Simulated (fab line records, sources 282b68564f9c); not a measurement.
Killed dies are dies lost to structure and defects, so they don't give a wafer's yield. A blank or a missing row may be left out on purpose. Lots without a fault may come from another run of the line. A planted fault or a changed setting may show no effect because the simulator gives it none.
fab line records | flow rit_cmos
record lots=6 wafers=18 last_day=7
route steps=202 shown M1@184
lots that met no fault: from a run of the same line without faults
start_h: hours from the record's first day to the start of the lot's first wafer shown | wait_h: hours since the lot's step before | " the same as in the row above | L1.1+2: a row that stands for several wafers | - no value, or no start given | * or withheld: withheld | < > ~ a bound
route shown NAME@n: a module of which the file shows steps, and the number in the route of the first | usual: mean/standard deviation of fault-free wafers | same: alike in all rows | chamber/n: place in a boat | sites: the reading at each site | _std_site: their standard deviation | _edge_site: outer sites' mean less inner sites' | radius_mm: how far each site lies from the wafer's centre | mask NAME#n: copy n | behind: the tool/chamber that last shaped the wafer | hold: why the lot was held/for how many hours/how that ended | device: the transistor (n, p or np) that didn't switch | end of line: the same wafers' tests at the end of the route | a step without rows: its recipe alone | killed: dies lost to structure and defects at the first sort, not the wafer's yield | map: a wafer's dies, x killed, . not, _ none there
set.NAME: the setting as run; set.NAME@STEP: as run at that earlier step | model.NAME: the simulator's own value behind a step, which no gauge read
lots at some steps of the route; a table a step, a row a wafer
services: from which hour (start_h, from the record's first day; less than 0 if before it) a tool's chamber was out of use, for how many hours, and why
## steps
# step RIT_M1_SPUTTER_00
# recipe material=Al target_thk_nm=400 power_w=2000 chamber_pressure_pa=0.4 gas=Ar time_s=500 substrate_temp_c=25
# usual throttle_valve_pct=30.1/0.8
# columns lot.wafer tool chamber start_h wait_h throttle_valve_pct
L805.1 pvd_sputter-04 - 83.55 0.0 31.5
L805.4 " - " " 31.3
L805.5 " - " " 29.6
L806.3 pvd_sputter-03 - 87.51 0.0 29.3
L806.4 " - " " 30.7
L806.5 " - " " 29.5
L809.1 pvd_sputter-04 - 102.77 0.0 31.4
L809.2 " - " " 30.9
L809.6 " - " " 31.6
L818.4 pvd_sputter-04 - 147.96 0.0 30.6
L818.5 " - " " 30.1
L818.6 " - " " 30.9
L821.2 pvd_sputter-01 - 162.64 0.0 30.6
L821.4 " - " " 29.4
L821.6 " - " " 29.8
L822.3 pvd_sputter-04 - 168.21 0.0 29.8
L822.5 " - " " 31.2
L822.6 " - " " 29.8
# step RIT_M1_RS_MEAS_01
# recipe thk_meas_gauge=four-point-probe reads=Al_of_M1_SPUTTER_00
# usual M1_AL_RS=0.0734/0.00073
# columns lot.wafer tool chamber start_h wait_h M1_AL_RS[ohm/sq]
L805.1 film_metro-02 - 83.84 0.1 0.0722
L805.4 " - " " 0.0723
L805.5 " - " " 0.0729
L806.3 film_metro-03 - 87.87 0.2 0.0739
L806.4 " - " " 0.0745
L806.5 " - " " 0.0746
L809.1 film_metro-03 - 103.06 0.1 0.0733
L809.2 " - " " 0.0732
L809.6 " - " " 0.0736
L818.4 film_metro-03 - 148.31 0.2 0.0735
L818.5 " - " " 0.0739
L818.6 " - " " 0.0735
L821.2 film_metro-03 - 162.95 0.2 0.0734
L821.4 " - " " 0.0735
L821.6 " - " " 0.0742
L822.3 film_metro-02 - 168.55 0.2 0.0727
L822.5 " - " " 0.0727
L822.6 " - " " 0.0724
# step RIT_M1_THK_MEAS_02
# recipe thk_meas_gauge=xrf reads=Al_of_M1_SPUTTER_00
# usual M1_AL_THK=400/3.9
# columns lot.wafer tool chamber start_h wait_h M1_AL_THK[nm]
L805.1 film_metro-02 - 83.96 0.1 407
L805.4 " - " " 406
L805.5 " - " " 402
L806.3 film_metro-03 - 87.97 0.1 400
L806.4 " - " " 396
L806.5 " - " " 396
L809.1 film_metro-03 - 103.18 0.1 403
L809.2 " - " " 403
L809.6 " - " " 401
L818.4 film_metro-03 - 148.40 0.1 402
L818.5 " - " " 398
L818.6 " - " " 400
L821.2 film_metro-03 - 163.06 0.1 398
L821.4 " - " " 401
L821.6 " - " " 394
L822.3 film_metro-02 - 168.65 0.1 401
L822.5 " - " " 402
L822.6 " - " " 403
# step RIT_M1_HMDS_03
# recipe prime_time_s=60 prime_temp_c=140
# step RIT_M1_COAT_04
# recipe resist=NOVOLAK spin_rpm=2000 resist_thk_nm=1300
# step RIT_M1_SOFTBAKE_05
# recipe resist=NOVOLAK temp_c=90 time_s=60
# step RIT_M1_EXPOSE_06
# recipe mask_id=M12 na=0.6 source_shape=conventional sigma_outer=0.5 target_cd_nm=2600 dose_mj=250
# step RIT_M1_PEB_07
# recipe resist=NOVOLAK temp_c=withheld time_s=withheld
# step RIT_M1_DEVELOP_08
# recipe resist=NOVOLAK develop_time_s=68 dev_temp_c=23
# step RIT_M1_CD_MEAS_09
# recipe target_cd_nm=2600
# usual cd_nm=2600.6/2.3
# columns lot.wafer tool chamber start_h wait_h cd_nm
L805.1 cd_sem-01 - 85.03 - 2603.6
L805.4 " - " " 2602.1
L805.5 " - " " 2602.1
L806.3 cd_sem-01 - 89.05 - 2599.9
L806.4 " - " " 2601.0
L806.5 " - " " 2601.0
L809.1 cd_sem-02 - 104.12 - 2602.5
L809.2 " - " " 2605.1
L809.6 " - " " 2604.3
L818.4 cd_sem-01 - 149.50 - 2601.0
L818.5 " - " " 2599.1
L818.6 " - " " 2602.3
L821.2 cd_sem-02 - 164.14 - 2599.3
L821.4 " - " " 2599.3
L821.6 " - " " 2600.0
L822.3 cd_sem-01 - 169.79 - 2602.1
L822.5 " - " " 2604.9
L822.6 " - " " 2605.5
# step RIT_M1_OVL_MEAS_10
# usual M1_OVL=-0.2/1.4
# columns lot.wafer tool chamber start_h wait_h M1_OVL[nm]
L805.1 overlay-02 - 85.15 0.1 -1.3
L805.4 " - " " -1.7
L805.5 " - " " 0.2
L806.3 overlay-01 - 89.14 0.1 -0.8
L806.4 " - " " -1.5
L806.5 " - " " 1.4
L809.1 overlay-01 - 104.24 0.1 -2.5
L809.2 " - " " -3.1
L809.6 " - " " -1.3
L818.4 overlay-02 - 149.58 0.1 -1.5
L818.5 " - " " -0.7
L818.6 " - " " -0.6
L821.2 overlay-02 - 164.24 0.1 -1.0
L821.4 " - " " 0.5
L821.6 " - " " 0.0
L822.3 overlay-01 - 169.88 0.1 -2.0
L822.5 " - " " 0.5
L822.6 " - " " -1.5
# step RIT_M1_HARDBAKE_11
# recipe resist=NOVOLAK temp_c=140 time_s=120
# step RIT_M1_METAL_ETCH_12
# recipe stop_on=SiO2 chemistry=Cl2/BCl3 target=Al time_s=165 over_etch_frac=0.5 pressure_mtorr=100 target_depth_a=6000 rf_w=250 Cl2_flow_sccm=60 bcl3_flow_sccm=50
# usual chamber_pressure_mTorr=100.00/0.088 drypump_motor_current_A=5.6/0.56 mfc_cl2_sccm=59.98/0.18 oes_product_au=0.776/0.015 throttle_valve_pct=8.27/0.065
# columns lot.wafer tool chamber start_h wait_h chamber_pressure_mTorr drypump_motor_current_A mfc_cl2_sccm oes_product_au rf_hours_counter_h throttle_valve_pct model.NOVOLAK_of_M1_COAT_04.thk_nm
L805.1 rie_metal-03 0 85.44 0.2 100.02 5.4 60.26 0.763 3 8.35 805.4
L805.4 " 0 " " 100.05 5.4 59.94 0.769 - 8.34 807.7
L805.5 " 1 " " 100.00 6.1 60.19 0.755 - 8.22 808.5
L806.3 rie_metal-01 0 89.47 0.2 120.02 6.2 59.79 0.774 - 8.35 799.7
L806.4 " 1 " " 99.87 4.6 60.03 0.786 - 8.27 812.9
L806.5 " 0 " " 119.96 6.2 59.96 0.776 - 8.36 798.8
L809.1 rie_metal-01 1 104.53 0.2 100.00 4.6 59.94 0.795 1 8.25 810.9
L809.2 " 0 " " 119.92 6.2 59.90 0.781 1 8.33 799.7
L809.6 " 0 " " 120.01 6.2 59.73 0.787 - 8.34 798.9
L818.4 rie_metal-03 1 149.90 0.1 100.04 6.1 60.00 0.761 - 8.21 821.2
L818.5 " 0 " " 99.91 5.5 59.53 0.762 - 8.34 810.1
L818.6 " 1 " " 100.03 6.1 59.77 0.762 - 8.22 811.9
L821.2 rie_metal-03 1 164.52 0.2 99.98 6.1 60.19 0.765 4 8.19 808.5
L821.4 " 0 " " 99.91 5.4 60.01 0.767 - 8.35 800
L821.6 " 0 " " 99.95 5.5 60.20 0.759 - 8.35 802.5
L822.3 rie_metal-01 1 170.21 0.2 100.02 4.6 59.75 0.796 - 8.25 815.4
L822.5 " 1 " " 100.10 4.6 60.00 0.792 - 8.23 813.5
L822.6 " 0 " " 99.88 6.2 59.87 0.791 - 8.34 817.4
# step RIT_M1_STRIP_13
# recipe chemistry=nmp resist=NOVOLAK temp_c=80 time_s=600 dry=n2_spin
# step RIT_M1_PROBE_99
# usual defect_limited_yield=97.5/1.2 killed_at_front_end=7/3.2 killed_dies=7/3.2 killed_open=3.2/2.1 killed_short=3.5/2.2 sort_bin_3_pad_short=0.1/0.24 sort_bin_5_function=1.5/0.83 sort_bin_6_memory=1.0/0.65 sort_n_pass=257/3.2 sort_yield_pct=97.5/1.2
# same gross_dies=264 killed_at_M0_to_M3=0 killed_at_M4_up=0 killed_at_back_side=0 killed_at_contacts=0 killed_at_other=0
# columns lot.wafer tool chamber start_h wait_h defect_limited_yield[%] killed_at_front_end killed_dies killed_open killed_short sort_bin_3_pad_short[%] sort_bin_5_function[%] sort_bin_6_memory[%] sort_n_pass sort_yield_pct[%]
L805.1 prober-02 - 87.69 0.1 99.2 2 2 2 0 0 0 0.8 262 99.2
L805.4 prober-02 - 87.84 0.2 98.9 3 3 2 1 0 0.8 0.4 261 98.9
L805.5 prober-02 - 87.89 0.2 98.9 3 3 3 0 0 0.8 0.4 261 98.9
L806.3 prober-01 - 91.77 0.2 96.6 9 9 4 5 0 1.9 1.5 255 96.6
L806.4 prober-01 - 91.82 0.2 96.2 10 10 5 5 0 2.3 1.5 254 96.2
L806.5 prober-01 - 91.87 0.2 97.0 8 8 5 3 0.4 1.9 0.8 256 97.0
L809.1 prober-02 - 106.78 0.1 96.2 10 10 5 5 0.8 2.3 0.8 254 96.2
L809.2 prober-02 - 106.83 0.1 97.0 8 8 3 5 0 2.3 0.8 256 97.0
L809.6 prober-02 - 107.03 0.2 97.0 8 8 1 7 0 1.1 1.9 256 97.0
L818.4 prober-01 - 153.82 0.2 97.0 8 8 4 2 0 1.9 1.1 256 97.0
L818.5 prober-01 - 153.87 0.2 98.5 4 4 2 2 0 1.1 0.4 260 98.5
L818.6 prober-01 - 153.92 0.2 97.7 6 6 2 4 0 1.5 0.8 258 97.7
L821.2 prober-02 - 166.86 0.1 98.9 3 3 2 1 0 0.8 0.4 261 98.9
L821.4 prober-02 - 166.96 0.2 99.2 2 2 1 1 0.4 0.4 0 262 99.2
L821.6 prober-02 - 167.06 0.2 96.6 9 9 2 7 0.8 1.1 1.5 255 96.6
L822.3 prober-01 - 173.70 0.2 97.0 8 8 5 3 0 2.7 0.4 256 97.0
L822.5 prober-01 - 173.80 0.2 99.2 2 2 0 2 0 0.4 0.4 262 99.2
L822.6 prober-01 - 173.85 0.2 98.5 4 4 1 3 0 0.8 0.8 260 98.5
# killed by level:class
L805.1 GATE:geometric_particle:open=1 SILICIDE:geometric_particle:open=1
L805.4 GATE:geometric_particle:open=2 GATE:geometric_particle:short=1
L805.5 GATE:geometric_particle:open=2 FOX1:geometric_particle:open=1
L806.3 SPACER:geometric_particle:short=2 FOX1:geometric_particle:open=1 FOX2:geometric_particle:short=1 FOX2:geometric_particle:open=1 GATE:geometric_particle:short=1 REOX:geometric_particle:open=1 SPACER:geometric_particle:open=1 SILICIDE:geometric_particle:short=1
L806.4 GATE:geometric_particle:open=2 SILICIDE:geometric_particle:short=2 FOX1:geometric_particle:open=1 FOX2:geometric_particle:short=1 GATE:geometric_particle:short=1 REOX:geometric_particle:open=1 SPACER:geometric_particle:short=1 SILICIDE:geometric_particle:open=1
L806.5 GATE:geometric_particle:short=2 SILICIDE:geometric_particle:open=2 FOX1:geometric_particle:open=1 FOX2:geometric_particle:short=1 GATE:geometric_particle:open=1 REOX:geometric_particle:open=1
L809.1 GATE:geometric_particle:open=3 GATE:geometric_particle:short=2 SILICIDE:geometric_particle:short=2 FOX1:geometric_particle:short=1 REOX:geometric_particle:open=1 SPACER:geometric_particle:open=1
L809.2 REOX:geometric_particle:short=3 SILICIDE:geometric_particle:short=2 FOX2:geometric_particle:open=1 GATE:geometric_particle:open=1 SPACER:geometric_particle:open=1
L809.6 FOX1:geometric_particle:short=2 GATE:geometric_particle:short=2 SILICIDE:geometric_particle:short=2 SPACER:geometric_particle:short=1 SPACER:geometric_particle:open=1
L818.4 FOX2:geometric_particle:open=2 GATE:geometric_particle:short=2 SPACER:geometric_particle:open=2 PRETRO:coat_microbubble_printed=2
L818.5 REOX:geometric_particle:open=2 REOX:geometric_particle:short=2
L818.6 GATE:geometric_particle:short=2 REOX:geometric_particle:short=2 REOX:geometric_particle:open=1 SPACER:geometric_particle:open=1
L821.2 GATE:geometric_particle:short=1 GATE:geometric_particle:open=1 SPACER:geometric_particle:open=1
L821.4 GATE:geometric_particle:short=1 GATE:geometric_particle:open=1
L821.6 FOX1:geometric_particle:short=2 FOX2:geometric_particle:short=2 FOX2:geometric_particle:open=1 GATE:geometric_particle:short=1 GATE:geometric_particle:open=1 SPACER:geometric_particle:short=1 SILICIDE:geometric_particle:short=1
L822.3 GATE:geometric_particle:short=2 REOX:geometric_particle:open=2 SPACER:geometric_particle:open=2 GATE:geometric_particle:open=1 SILICIDE:geometric_particle:short=1
L822.5 GATE:geometric_particle:short=2
L822.6 GATE:geometric_particle:short=2 GATE:geometric_particle:open=1 REOX:geometric_particle:short=1
## services
# columns tool chamber start_h hours kind
rie_metal-01 - 94.27 4.0 pm
rie_metal-03 - 118.30 2.8 pm
pvd_sputter-04 - 121.44 1.5 repair
## key
first_sign step=RIT_M1_METAL_ETCH_12 reading=chamber_pressure_mTorr direction=up sigmas=99+ usual=100.00 struck=119.98
effect none on later readings
model_effect step=RIT_M1_METAL_ETCH_12 value=NOVOLAK_of_M1_COAT_04.thk_nm without=807.6 struck=799.3
met_at RIT_M1_METAL_ETCH_12
struck_wafers L806.3,L806.5,L809.2,L809.6
fault kind=process_parameter_drift tool=rie_metal-01 chamber=0 onset_h=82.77 steps=RIT_M1_METAL_ETCH_12 channel=pressure_mtorr offset=20 shape=step end_h=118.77 stated=100
